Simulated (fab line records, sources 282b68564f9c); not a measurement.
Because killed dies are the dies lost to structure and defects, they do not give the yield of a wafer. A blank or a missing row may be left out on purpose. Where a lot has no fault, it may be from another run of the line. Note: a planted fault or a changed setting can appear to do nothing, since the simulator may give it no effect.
Struck lot and sound lot, side by side :: flow rit-cmos :: 17 steps out of a route of 202
Sound: the wafers L139.1, L139.4, L139.5. Wafers L153.2, L153.3, L153.4 were the ones struck. The cause is given at the end.
For every step that has rows: the tool of each side, followed by ch and its chambers, followed by its first start. Under that, the readings that differ: sound wafers :: struck wafers :: difference of the means :: sigmas: that difference in standard deviations of wafers without a fault.
alike: same words and numbers on both sides, and readings whose means sit less than 2 such deviations apart. not compared: any withheld reading, any reading some wafer has no value for, any bound like >300 that may hide the same value, and any number with overlapping values for which the record gives no deviation.
The two part at a step that has a row with sigmas, a row that says differs or no value, or rows on one side only. Numbers that don't overlap but have no deviation are shown without sigmas and don't part them. Lack of a reading on every wafer of one side parts them only where that side has two or more wafers.

first, 1 step without rows for these wafers: RIT_PSD_IMPLANT_08.
RIT_PSD_STRIP_09: strips in O2, time 180 s.
  sound on plasma-asher-01 ch 0,1, day 3 21:14; struck on plasma-asher-03 ch 0,1, day 6 19:05
  alike: drypump-motor-current-A, o2-flow-sccm
  not compared: rf-hours-counter-h
RIT_PSD_TW_MEAS_10:
  struck on film-metro-03, day 6 19:17; sound on film-metro-04, day 3 21:25
  alike: PSD_TW
then, 3 steps without rows for these wafers: RIT_SDANNEAL_CLEAN_00 (cleans in SC1, time 600 s); RIT_SDANNEAL_CLEAN_01 (cleans in dHF, time 30 s); RIT_SDANNEAL_CLEAN_02 (cleans in SC2, time 600 s).
RIT_SDANNEAL_RTA_03: time 5 s.
  sound on rtp-anneal-01 ch 0, day 3 21:52; struck on rtp-anneal-01 ch 0, day 6 19:42
  alike: ramp-up-c-per-s, wafer_temp_C_max
RIT_SDANNEAL_RS_MEAS_04: a four-point-probe measurement.
  struck on film-metro-03, day 6 19:46; sound on film-metro-02, day 3 21:56
  alike: PSD_RS
RIT_SDANNEAL_RS_MEAS_05: a four-point-probe measurement.
  struck on film-metro-03, day 6 19:53; sound on film-metro-02, day 3 22:03
  alike: NSD_RS
RIT_SDANNEAL_RS_MEAS_06: a four-point-probe measurement.
  struck on film-metro-03, day 6 20:01; sound on film-metro-02, day 3 22:10
  alike: PLDD_RS
RIT_SDANNEAL_RS_MEAS_07: a four-point-probe measurement.
  struck on film-metro-03, day 6 20:08; sound on film-metro-02, day 3 22:17
  alike: NLDD_RS
then, 1 step without rows for these wafers: RIT_SILICIDE_WET_ETCH_00 (etches SiO2 in BOE, target depth 14 nm, time 15 s).
RIT_SILICIDE_SPUTTER_01: material Ti, target thk 30 nm, time 229.5 s.
  struck on pvd-sputter-01, day 6 20:14; sound on pvd-sputter-04, day 3 22:26
reading: model.Ti_of_SILICIDE_SPUTTER_01.thk-nm (nm)
sound: 28.92 28.73 28.76
struck: 41.39 41.57 41.32
difference: +12.62
sigmas: 
  alike: throttle-valve-pct
RIT_SILICIDE_RS_MEAS_02: a four-point-probe measurement.
  struck on film-metro-01, day 6 20:25; sound on film-metro-01, day 3 22:35
reading: SILICIDE_TI_RS (ohm/sq)
sound: 50.1 50.6 50.6
struck: 32.1 32.0 32.2
difference: -18.3
sigmas: -25
RIT_SILICIDE_THK_MEAS_03: measures by xrf.
  struck on film-metro-01, day 6 20:31; sound on film-metro-01, day 3 22:42
reading: SILICIDE_TI_THK (nm)
sound: 29.0 28.8 28.8
struck: 41.5 41.7 41.4
difference: +12.7
sigmas: +38
RIT_SILICIDE_RTA_04: time 10 s, ramp up 5 s, ramp down 5 s.
  sound on rtp-anneal-02 ch 0, day 3 22:46; struck on rtp-anneal-02 ch 0, day 6 20:35
  alike: wafer_temp_C_max
RIT_M1_PROBE_99:
  struck on prober-01, day 7 03:16; sound on prober-01, day 4 06:34
reading: model.etest.nmos_0p15.r-on-ohm-um
sound: 1186 1162 1143
struck: 1239 1190 1210
difference: +49
sigmas: 

reading: model.etest.npoly-line.line-ohm-um
sound: 168.7 173.3 171.1
struck: 146.5 149.3 146.2
difference: -23.7
sigmas: 

reading: model.etest.ppoly-line.line-ohm-um
sound: 162.1 164.8 164.8
struck: 142.6 144.6 140.7
difference: -21.3
sigmas: 

reading: model.etest.contact-pplus.end-ohm-um
sound: 42.76 41.81 42.37
struck: 61.93 63.14 61.85
difference: +19.99
sigmas: 

reading: model.etest.contact-nplus.end-ohm-um
sound: 40.1 38.33 40.12
struck: 59.71 60.95 57.45
difference: +19.85
sigmas: 

reading: model.etest.ppoly-line.width-nm (nm)
sound: 104.5 102.8 102.8
struck: 95.6 93.45 95.8
difference: -8.4
sigmas: 

reading: model.etest.npoly-line.width-nm (nm)
sound: 104 102.3 102.4
struck: 94.97 92.16 95.06
difference: -8.84
sigmas: 

reading: model.etest.pmos_0p15.gate-log10-a-cm2
sound: -7.8 -7.859 -7.481
struck: -3.153 -3.06 -3.193
difference: +4.578
sigmas: 
  alike: killed-at-front-end, killed-dies, killed-open, killed-short

WHERE THEY PART
First at RIT_SILICIDE_RS_MEAS_02; last, within this record, at RIT_SILICIDE_THK_MEAS_03. Later steps at which nothing parts them and some readings are alike: RIT_SILICIDE_RTA_04, RIT_M1_PROBE_99.

WHY: the cause the simulator had injected
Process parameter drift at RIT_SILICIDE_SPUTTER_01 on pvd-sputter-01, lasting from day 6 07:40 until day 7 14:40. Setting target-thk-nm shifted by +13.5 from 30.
